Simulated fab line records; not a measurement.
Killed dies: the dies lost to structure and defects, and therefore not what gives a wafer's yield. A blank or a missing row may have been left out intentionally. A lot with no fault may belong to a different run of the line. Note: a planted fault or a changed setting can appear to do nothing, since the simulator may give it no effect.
Struck lot and sound lot, side by side    flow berkeley cmos170    14 out of 331 route steps
Sound: wafers L897.1, L897.3, L897.5. The struck wafers were L906.1, L906.2, L906.4. The cause is given at the end.
Order at every step that has rows: each side's tool, ch and its chambers, its first start. Under that, the readings that differ: sound wafers    struck wafers    difference of the means    sigmas: that difference in standard deviations of wafers without a fault.
alike: readings with means less than 2 such deviations apart, plus words and numbers identical on both sides. not compared: withheld readings, readings lacking a value on some wafer, bounds such as >300 that could conceal the same value, and numbers that have no deviation in the record and whose values overlap.
A row with sigmas, a row that says differs or no value, or rows on one side alone: a step with any of these is where the two part. Non-overlapping numbers with no deviation appear without sigmas and do not part them. A reading that every wafer of one side lacks parts them only if that side has two wafers or more.

first, 2 steps without rows for these wafers: UCB170_ACTIVE_PEB_11; UCB170_ACTIVE_DEVELOP_12 (develop time 45 s).
UCB170_ACTIVE_CD_MEAS_13: target cd 1200 nm.
  struck on cd sem-01, day 7 12:54; sound on cd sem-02, day 5 16:43
  alike: cd nm
UCB170_ACTIVE_OVL_MEAS_14:
  struck on overlay-01, day 7 13:01; sound on overlay-02, day 5 16:50
reading          sound     struck    difference  sigmas
ACTIVE_OVL (nm)  12 12 12  -5 -1 -3  -15         -2
UCB170_ACTIVE_ETCH_15: etches Si3N4 in CH3F/Ar/O2, stops on SiO2, target depth 242 nm, time 151 s.
  sound on rie diel-04 ch 1,3, day 5 16:53; struck on rie diel-04 ch 0,1,3, day 7 13:04
  alike: drypump motor current A, oes product au, throttle valve pct
  not compared: rf hours counter h
UCB170_ACTIVE_STRIP_16: strips in O2.
  sound on plasma asher-04 ch 0,1, day 5 16:59; struck on plasma asher-04 ch 0,1, day 7 13:10
  alike: drypump motor current A, oes product au, strip time to endpoint s
  not compared: rf hours counter h
UCB170_ACTIVE_CD_MEAS_90: target cd 1200 nm.
  struck on cd sem-02, day 7 13:22; sound on cd sem-02, day 5 17:05
reading     sound                 struck                difference  sigmas
cd nm (nm)  1202.6 1201.6 1200.9  1198.1 1199.4 1197.8  -3.3        -2
then, 5 steps without rows for these wafers: UCB170_ACTIVE_CLEAN_17 (cleans in SPM, time 600 s); UCB170_PFIELD_HMDS_00 (prime time 60 s); UCB170_PFIELD_COAT_01 (resist thk 900 nm); UCB170_PFIELD_SOFTBAKE_02 (time 60 s); UCB170_PFIELD_EXPOSE_03 (exposes mask PFIELD, target cd 1500 nm).
UCB170_PFIELD_PEB_04:
  sound on litho track-03 ch 0, day 5 18:06; struck on litho track-04, day 7 17:01
  no value came back on the struck wafers for chill plate temp C (C), exhaust pa (Pa); on the sound wafers chill plate temp C (C) reads 22.71 22.86 22.73
then, 1 step without rows for these wafers: UCB170_PFIELD_DEVELOP_05 (develop time 45 s).

WHERE THEY PART
First at UCB170_ACTIVE_OVL_MEAS_14; last, within this record, at UCB170_PFIELD_PEB_04.

WHY: whatever the simulator had introduced
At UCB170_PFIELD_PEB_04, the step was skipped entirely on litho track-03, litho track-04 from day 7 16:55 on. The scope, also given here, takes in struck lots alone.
